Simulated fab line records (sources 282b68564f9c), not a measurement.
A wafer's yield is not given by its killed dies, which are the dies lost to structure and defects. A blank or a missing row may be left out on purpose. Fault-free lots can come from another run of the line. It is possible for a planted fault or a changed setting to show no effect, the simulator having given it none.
fab line records | flow rit_cmos
record: lots: 14 wafers: 42 last_day: 7
route steps=202 shown NLDD@111
lots untouched by any fault: they come from a run of this same line in which no faults occurred
start_h: start of the lot's first displayed wafer, in hours after the record's first day | wait_h: hours since the lot's step before | " same as the row above | L1.1+2: several wafers, shown together as one row | - no value, or no start was given | * or withheld: withheld | < > ~ a bound
route shown NAME@n: a module of which the file shows steps, and the number in the route of the first | usual: mean and standard deviation over wafers with no fault | same: alike in all rows | chamber/n: place in a boat | sites: readings site by site | _std_site: standard deviation of those values | _edge_site: the outer-site mean with the inner-site mean subtracted | radius_mm: for every site, how far away it sits from the centre of the wafer | mask NAME#n: copy n | behind: the last tool/chamber to shape the wafer | hold: why the lot was held/for how many hours/how that ended | device: whichever transistor did not switch (one of n, p or np) | end of line: tests of these same wafers at the route's end | a step with no rows: only its recipe | killed: count of dies lost to structure and defects at first sort (not the wafer's yield) | map: a wafer's dies, x killed, . not, _ none there
set.NAME: setting as actually run; set.NAME@STEP: the setting as run at that earlier step | model.NAME: the simulator's own value behind a step, which no gauge read
a sample of lots followed through the steps of the route, with each step as a table and each wafer as a row
services: a tool's chamber out of use, with start hour (start_h, from the record's first day; less than 0 if before it), hours out, and reason
== steps ==
step: RIT_NLDD_IMPLANT_08
recipe: species: P energy_kev: 20 dose_cm2: 5e+14 tilt_deg: 7
usual: beam_energy_keV: 20.000/0.0058 beam_on_s: 9.98/0.22 dose_ions_cm2: 5e+14/5.9e+11 end_station_pressure_torr: 6.3e-06/3e-07 faraday_current_uA: 1576/35
columns lot.wafer tool chamber start_h wait_h beam_energy_keV beam_on_s dose_ions_cm2 end_station_pressure_torr faraday_current_uA
L141.1 implanter-01 0 43.67 0.1 20.000 9.88 5.007e+14 5.8e-06 1595
L141.4 " 0 " " 19.991 10.41 4.997e+14 6.7e-06 1511
L141.6 " 0 " " 19.998 9.71 5.01e+14 6.1e-06 1616
L142.2 implanter-04 0 49.57 0.1 20.002 9.82 5.003e+14 6.3e-06 1592
L142.4 " 0 " " 19.994 10.35 5.005e+14 6e-06 1522
L142.6 " 0 " " 19.997 9.81 4.999e+14 5.9e-06 1601
L143.1 implanter-01 0 53.34 0.1 19.994 10.01 5.006e+14 6.3e-06 1576
L143.5 " 0 " " 19.988 9.76 5.003e+14 6e-06 1610
L143.6 " 0 " " 19.992 10.02 5.003e+14 6.7e-06 1568
L144.2 implanter-04 0 58.12 0.1 19.989 9.92 4.995e+14 6e-06 1591
L144.3 " 0 " " 19.999 10.07 4.995e+14 5.9e-06 1563
L144.6 " 0 " " 20.002 10.22 4.997e+14 6.1e-06 1542
L146.2 implanter-04 0 70.13 0.1 20.009 9.97 5.001e+14 6.3e-06 1570
L146.5 " 0 " " 20.000 10.44 5.002e+14 6.6e-06 1506
L146.6 " 0 " " 20.003 10.09 4.994e+14 6.2e-06 1563
L148.1 implanter-04 0 79.35 0.1 20.003 9.45 4.994e+14 6.4e-06 1659
L148.4 " 0 " " 19.992 9.99 4.988e+14 6.6e-06 1577
L148.5 " 0 " " 19.998 9.86 4.994e+14 6.5e-06 1592
L150.1 implanter-02 0 92.02 0.1 19.990 9.96 4.997e+14 6.3e-06 1576
L150.2 " 0 " " 20.006 10.17 5.005e+14 6.4e-06 1543
L150.4 " 0 " " 19.997 9.73 5.003e+14 6.1e-06 1619
L151.1 implanter-02 0 99.66 0.1 20.003 9.90 5.008e+14 6.4e-06 1586
L151.2 " 0 " " 19.997 10.43 4.993e+14 6.4e-06 1502
L151.6 " 0 " " 19.999 9.62 5.002e+14 6.9e-06 1635
L153.1 implanter-01 0 112.23 0.1 20.000 9.98 4.996e+14 5.6e-06 1578
L153.4 " 0 " " 20.001 9.75 4.998e+14 6.3e-06 1611
L153.6 " 0 " " 19.999 9.96 5.001e+14 6.7e-06 1577
L156.3 implanter-01 0 127.74 0.1 20.002 10.57 5.013e+14 6.1e-06 1478
L156.4 " 0 " " 20.004 10.04 5.002e+14 6.9e-06 1565
L156.5 " 0 " " 19.993 10.41 4.997e+14 6.3e-06 1501
L157.2 implanter-01 0 131.29 0.1 20.006 10.27 5.002e+14 6.4e-06 1526
L157.4 " 0 " " 20.008 10.31 5.003e+14 6.3e-06 1529
L157.6 " 0 " " 20.004 9.41 4.998e+14 6.2e-06 1657
L161.2 implanter-01 0 148.61 0.1 19.998 9.87 7.096e+14 6.9e-06 2249
L161.3 " 0 " " 20.008 9.98 7.109e+14 7e-06 2238
L161.5 " 0 " " 20.006 9.84 7.102e+14 7.2e-06 2262
L162.4 implanter-02 0 157.07 0.1 19.997 9.70 4.992e+14 6.5e-06 1631
L162.5 " 0 " " 20.002 10.31 4.996e+14 6.2e-06 1521
L162.6 " 0 " " 20.005 10.11 4.992e+14 6.3e-06 1554
L163.1 implanter-01 0 161.54 0.1 20.001 10.02 7.093e+14 6.8e-06 2216
L163.3 " 0 " " 20.006 9.68 7.102e+14 7.2e-06 2303
L163.6 " 0 " " 20.003 10.15 7.1e+14 7.1e-06 2191
step: RIT_NLDD_TW_MEAS_10
usual: NLDD_TW: 2489/22
columns lot.wafer tool chamber start_h wait_h NLDD_TW
L141.1 film_metro-03 - 44.00 0.1 2524
L141.4 " - " " 2522
L141.6 " - " " 2515
L142.2 film_metro-03 - 49.88 0.1 2513
L142.4 " - " " 2512
L142.6 " - " " 2522
L143.1 film_metro-01 - 53.67 0.1 2483
L143.5 " - " " 2503
L143.6 " - " " 2494
L144.2 film_metro-01 - 58.43 0.1 2506
L144.3 " - " " 2495
L144.6 " - " " 2487
L146.2 film_metro-01 - 70.44 0.1 2492
L146.5 " - " " 2494
L146.6 " - " " 2479
L148.1 film_metro-02 - 79.67 0.1 2441
L148.4 " - " " 2455
L148.5 " - " " 2445
L150.1 film_metro-01 - 92.35 0.1 2486
L150.2 " - " " 2486
L150.4 " - " " 2499
L151.1 film_metro-03 - 99.98 0.1 2514
L151.2 " - " " 2528
L151.6 " - " " 2521
L153.1 film_metro-01 - 112.56 0.1 2469
L153.4 " - " " 2467
L153.6 " - " " 2469
L156.3 film_metro-03 - 128.04 0.1 2506
L156.4 " - " " 2496
L156.5 " - " " 2483
L157.2 film_metro-03 - 131.60 0.1 2501
L157.4 " - " " 2491
L157.6 " - " " 2495
L161.2 film_metro-03 - 148.92 0.1 2726
L161.3 " - " " 2729
L161.5 " - " " 2731
L162.4 film_metro-03 - 157.35 0.1 2499
L162.5 " - " " 2498
L162.6 " - " " 2483
L163.1 film_metro-03 - 161.87 0.1 2726
L163.3 " - " " 2714
L163.6 " - " " 2710
step: RIT_SDANNEAL_RS_MEAS_07
recipe: thk_meas_gauge: four-point-probe
usual: NLDD_RS: 151.6/0.48
columns lot.wafer tool chamber start_h wait_h NLDD_RS[ohm/sq]
L141.1 film_metro-03 - 51.74 0.1 150.9
L141.4 " - " " 151.3
L141.6 " - " " 151.4
L142.2 film_metro-03 - 57.72 0.1 151.2
L142.4 " - " " 150.7
L142.6 " - " " 151.0
L143.1 film_metro-02 - 61.64 0.1 151.3
L143.5 " - " " 151.5
L143.6 " - " " 151.7
L144.2 film_metro-03 - 67.54 0.1 151.2
L144.3 " - " " 151.8
L144.6 " - " " 151.5
L146.2 film_metro-03 - 78.89 0.1 151.6
L146.5 " - " " 151.3
L146.6 " - " " 151.0
L148.1 film_metro-02 - 87.44 0.1 152.6
L148.4 " - " " 152.1
L148.5 " - " " 151.7
L150.1 film_metro-02 - 100.08 0.1 151.2
L150.2 " - " " 151.6
L150.4 " - " " 151.7
L151.1 film_metro-02 - 108.08 0.1 151.3
L151.2 " - " " 151.7
L151.6 " - " " 151.5
L153.1 film_metro-02 - 120.51 0.1 152.2
L153.4 " - " " 152.1
L153.6 " - " " 152.0
L156.3 film_metro-03 - 136.98 0.1 152.1
L156.4 " - " " 151.5
L156.5 " - " " 152.1
L157.2 film_metro-03 - 139.49 0.1 150.5
L157.4 " - " " 151.1
L157.6 " - " " 150.7
L161.2 film_metro-03 - 156.85 0.1 114.4
L161.3 " - " " 113.6
L161.5 " - " " 113.8
L162.4 film_metro-03 - 165.48 0.1 151.8
L162.5 " - " " 152.0
L162.6 " - " " 151.6
L163.1 film_metro-01 - 171.19 0.1 113.9
L163.3 " - " " 114.1
L163.6 " - " " 113.9
== services ==
columns tool chamber start_h hours kind
implanter-02 - 24.91 1.7 repair
implanter-01 - 26.99 1.7 repair
implanter-02 - 53.76 1.7 repair
implanter-04 - 99.05 1.7 repair
implanter-04 - 107.57 3.0 repair
== key ==
first_sign: step: RIT_NLDD_IMPLANT_08 reading: dose_ions_cm2 direction: up sigmas: 99+ usual: 5e+14 struck: 7.1e+14
effect: step: RIT_NLDD_IMPLANT_08 reading: faraday_current_uA direction: up sigmas: 19 usual: 1576 struck: 2243
effect: step: RIT_NLDD_TW_MEAS_10 reading: NLDD_TW direction: up sigmas: 11 usual: 2489 struck: 2723
effect: step: RIT_SDANNEAL_RS_MEAS_07 reading: NLDD_RS direction: down sigmas: 78 usual: 151.6 struck: 114.0
met_at RIT_NLDD_IMPLANT_08
struck_lots L161,L163
tester_left_out L161,L163
onset_between 131.29 148.61
fault: kind: process_parameter_drift tool: implanter-01 chamber: - onset_h: 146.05 steps: RIT_NLDD_IMPLANT_08 channel: dose_cm2 offset: 2.1e+14 shape: step end_h: 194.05 acts_in: these_recipes_only stated: 5e+14
tester_left_out: of these lots the tester's yield and bins aren't shown, on N5 and GAA mostly nor the transistor test; their killed dies are dies lost to structure and defects alone, not to doping, threshold or leakage, so they don't give the yield
